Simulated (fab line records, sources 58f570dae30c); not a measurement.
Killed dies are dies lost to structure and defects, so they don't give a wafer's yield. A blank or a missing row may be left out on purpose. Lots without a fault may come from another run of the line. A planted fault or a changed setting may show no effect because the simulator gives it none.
Which tool did it? | flow berkeley_cmos170 | 14 lots, 42 wafers sampled, at 3 steps of a route of 331

WHAT THE GAUGES READ, wafer by wafer
UCB170_M3_CD_MEAS_90: target cd 700 nm. Usual: cd_nm 699.4 nm, standard deviation 2.7.
lot  | measured     | on        | cd_nm (nm)        | flag
L635 | day 8 08:16  | cd_sem-01 | 701.3 701.7 702.7 |
L636 | day 8 20:07  | cd_sem-01 | 695.0 696.1 696.4 |
L637 | day 10 00:32 | cd_sem-02 | 699.3 698.8 699.1 |
L639 | day 10 00:37 | cd_sem-01 | 702.9 702.9 699.2 |
L638 | day 10 03:40 | cd_sem-01 | 699.3 698.9 701.3 |
L641 | day 10 09:50 | cd_sem-02 | 698.9 698.8 696.1 |
L648 | day 11 10:05 | cd_sem-01 | 693.4 693.9 702.8 |
L647 | day 11 10:50 | cd_sem-01 | 690.3 690.2 700.6 |
L650 | day 12 11:50 | cd_sem-01 | 698.5 698.7 697.5 |
L649 | day 12 12:26 | cd_sem-01 | 686.3 700.0 688.1 |
L653 | day 12 17:59 | cd_sem-01 | 696.9 705.8 698.3 |
L652 | day 12 18:22 | cd_sem-02 | 698.1 699.3 698.3 |
L654 | day 13 07:03 | cd_sem-02 | 697.8 700.1 697.8 |
L657 | day 13 22:40 | cd_sem-02 | 699.1 696.7 697.9 |

WHICH TOOL RAN EACH LOT (tool, then ch and the chambers of the sampled wafers, then the start)
lot  | UCB170_M3_METAL_ETCH_18           | UCB170_M3_STRIP_19
L635 | rie_metal-03 ch 0,1, day 8 07:55  | plasma_asher-04 ch 0,1, day 8 08:06
L636 | rie_metal-04 ch 0, day 8 19:40    | plasma_asher-04 ch 0,1, day 8 19:59
L637 | rie_metal-01 ch 0,1, day 10 00:14 | plasma_asher-04 ch 0,1, day 10 00:25
L639 | rie_metal-04 ch 1, day 10 00:16   | plasma_asher-02 ch 0,1, day 10 00:28
L638 | rie_metal-03 ch 1, day 10 03:07   | plasma_asher-04 ch 0,1, day 10 03:32
L641 | rie_metal-04 ch 0,1, day 10 09:32 | plasma_asher-04 ch 0,1, day 10 09:43
L648 | rie_metal-04 ch 0,1, day 11 09:48 | plasma_asher-03 ch 0,1, day 11 09:59
L647 | rie_metal-01 ch 0,1, day 11 10:34 | plasma_asher-02 ch 0,1, day 11 10:44
L650 | rie_metal-04 ch 0, day 12 11:26   | plasma_asher-03 ch 0,1, day 12 11:43
L649 | rie_metal-01 ch 0,1, day 12 12:08 | plasma_asher-04 ch 0,1, day 12 12:20
L653 | rie_metal-03 ch 0,1, day 12 17:43 | plasma_asher-02 ch 0,1, day 12 17:53
L652 | rie_metal-04 ch 0,1, day 12 18:05 | plasma_asher-04 ch 0,1, day 12 18:16
L654 | rie_metal-04 ch 0,1, day 13 06:45 | plasma_asher-02 ch 0,1, day 13 06:56
L657 | rie_metal-03 ch 0,1, day 13 22:23 | plasma_asher-02 ch 0,1, day 13 22:34
- UCB170_M3_METAL_ETCH_18: etches Al in Cl2/BCl3, stops on SiO2, target depth 1170 nm, time 195 s.
- UCB170_M3_STRIP_19: strips in O2.

WHAT THE TOOLS THEMSELVES READ (means of the sampled wafers that have a number; where no wafer has one, the mark that the record gives instead)
UCB170_M3_METAL_ETCH_18. Usual: bias_w 120.0 W, standard deviation 0.36; drypump_motor_current_A 5.7 A, standard deviation 0.34; oes_product_au 0.852 a.u., standard deviation 0.01; rf_fwd_power_W 597.6 W, standard deviation 1.8; throttle_valve_pct 24.47 %, standard deviation 0.22.
lot  | tool         | bias_w (W) | drypump_motor_current_A (A) | oes_product_au (a.u.) | rf_fwd_power_W (W) | throttle_valve_pct (%) | flag
L635 | rie_metal-03 | 120.1      | 5.5                         | 0.841                 | 597.2              | 24.38                  |
L636 | rie_metal-04 | 119.7      | 5.1                         | 0.855                 | 599.3              | 24.59                  |
L637 | rie_metal-01 | 120.1      | 6.0                         | 0.850                 | 597.7              | 24.48                  |
L639 | rie_metal-04 | 120.0      | 5.7                         | 0.864                 | 597.5              | 24.30                  |
L638 | rie_metal-03 | 119.9      | 5.9                         | 0.849                 | 596.4              | 24.25                  |
L641 | rie_metal-04 | 120.0      | 5.5                         | 0.861                 | 596.0              | 24.40                  |
L648 | rie_metal-04 | 120.0      | 5.3                         | 0.855                 | 597.0              | 24.51                  |
L647 | rie_metal-01 | 120.5      | 6.0                         | 0.853                 | 596.3              | 24.67                  |
L650 | rie_metal-04 | 120.2      | 5.1                         | 0.854                 | 598.0              | 24.59                  |
L649 | rie_metal-01 | 120.1      | 6.0                         | 0.845                 | 597.4              | 24.67                  |
L653 | rie_metal-03 | 119.8      | 5.5                         | 0.846                 | 597.0              | 24.37                  |
L652 | rie_metal-04 | 120.2      | 5.3                         | 0.865                 | 598.8              | 24.55                  |
L654 | rie_metal-04 | 120.1      | 5.3                         | 0.859                 | 597.6              | 24.54                  |
L657 | rie_metal-03 | 120.1      | 5.5                         | 0.839                 | 597.5              | 24.36                  |

UCB170_M3_STRIP_19. Usual: drypump_motor_current_A 6.14 A, standard deviation 0.28; oes_product_au 0.544 a.u., standard deviation 0.015.
lot  | tool            | drypump_motor_current_A (A) | oes_product_au (a.u.) | flag
L635 | plasma_asher-04 | 6.26                        | 0.568                 |
L636 | plasma_asher-04 | 6.26                        | 0.516                 |
L637 | plasma_asher-04 | 6.26                        | 0.540                 |
L639 | plasma_asher-02 | 6.04                        | 0.526                 |
L638 | plasma_asher-04 | 6.16                        | 0.549                 |
L641 | plasma_asher-04 | 6.26                        | 0.532                 |
L648 | plasma_asher-03 | 6.29                        | 0.524                 |
L647 | plasma_asher-02 | 5.86                        | 0.445                 | OFF
L650 | plasma_asher-03 | 6.09                        | 0.530                 |
L649 | plasma_asher-04 | 6.26                        | 0.438                 | OFF
L653 | plasma_asher-02 | 5.86                        | 0.554                 |
L652 | plasma_asher-04 | 6.26                        | 0.528                 |
L654 | plasma_asher-02 | 6.05                        | 0.523                 |
L657 | plasma_asher-02 | 6.05                        | 0.555                 |

THE ANSWER, worked out from the rows above alone
Rule: a lot is off if the mean of its wafers that have a number lies more than 3 standard deviations from the usual mean. A lot without any number at a reading at which 4 lots or more have one is off too. The other lots that the step has rows for count as sound. The gauges are gone through in route order, then the tools' own readings, and for those a lot's mean is taken as printed above. The first step at which some lot is off is used, and at that step the reading that is off furthest; a lot without a number counts as furthest.
Off: L647, L649, at UCB170_M3_STRIP_19 (oes_product_au).
A tool fits if, at that step or a process step before it, it ran every lot that is off, and no sound lot after the first of them. One fits: rie_metal-01 at UCB170_M3_METAL_ETCH_18. Its last sound lot is L637 (day 10 00:14), its first lot that is off L647 (day 11 10:34): a fault that began between those two fits.

WHAT THE SIMULATOR HAD PUT IN
Process parameter drift: rie_metal-01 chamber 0, from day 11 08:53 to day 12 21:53, at UCB170_M3_METAL_ETCH_18. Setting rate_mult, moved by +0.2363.
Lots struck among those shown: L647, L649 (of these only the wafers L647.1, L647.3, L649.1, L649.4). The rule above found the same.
